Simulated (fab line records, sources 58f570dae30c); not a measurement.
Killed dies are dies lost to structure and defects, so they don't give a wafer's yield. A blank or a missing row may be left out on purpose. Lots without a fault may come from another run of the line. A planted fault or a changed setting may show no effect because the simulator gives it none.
Chamber matching | flow berkeley_cmos170 | UCB170_V2_CVD_00 on pecvd-04: 3 sister chambers
The step deposits SiO2 from TEOS/O2, target thk 2000 nm, time 250 s. 14 wafers are shown with their chamber, then 7 later ones without.

WAFERS WITH THEIR CHAMBER
wafer  | chamber | heater_power_w (W) | rf_fwd_power_W (W)
L530.1 | 2       | 213                | 547.4
L530.4 | 2       | 144                | 548.4
L530.5 | 1       | 231                | 546.2
L531.1 | 1       | 261                | 549.0
L531.4 | 1       | 322                | 545.9
L531.6 | 2       | 144                | 549.9
L536.1 | 0       | 244                | 547.8
L536.3 | 1       | 291                | 550.1
L536.4 | 2       | 142                | 546.2
L537.1 | 1       | 270                | 547.8
L537.2 | 0       | 222                | 547.8
L537.5 | 0       | 269                | 550.1
L538.2 | 2       | 174                | 544.3
L538.3 | 1       | 318                | 547.4

SIGNATURES (means of the wafers above)
reading        | chamber 0 | chamber 1 | chamber 2 | scatter within a chamber
heater_power_w | 245.00    | 282.17    | 163.40    | 31.7
rf_fwd_power_W | 548.567   | 547.733   | 547.240   | 1.78
Rule: a wafer's distance from a chamber is the root of the sum, over the readings, of the square of ((its reading less the chamber's mean) divided by the reading's scatter). The wafer belongs to the nearest chamber; if the next one is less than 2 further off, it can't be placed. The scatter: the root of (the sum of the squares of (reading less its chamber's mean) over the shown wafers, divided by (wafers less chambers)).

WAFERS WITHOUT THEIR CHAMBER
wafer  | heater_power_w (W) | rf_fwd_power_W (W)
L538.5 | 231                | 548.1
L552.1 | 245                | 546.2
L552.2 | 259                | 546.6
L552.6 | 323                | 546.4
L551.1 | 195                | 549.5
L551.4 | 320                | 548.1
L551.5 | 272                | 550.6

WHICH CHAMBER EACH WENT THROUGH
wafer  | from the rows above          | in truth
L538.5 | can't be placed: 0 or 1 or 2 | 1
L552.1 | can't be placed: 0 or 1 or 2 | 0
L552.2 | can't be placed: 1 or 0      | 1
L552.6 | can't be placed: 1 or 0      | 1
L551.1 | can't be placed: 2 or 0 or 1 | 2
L551.4 | can't be placed: 1 or 0      | 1
L551.5 | can't be placed: 0 or 1      | 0
Placed correctly: 0 of 7. Can't be placed from these rows: 7 (the true chamber is among the candidates in 7). Placed wrongly: 0.
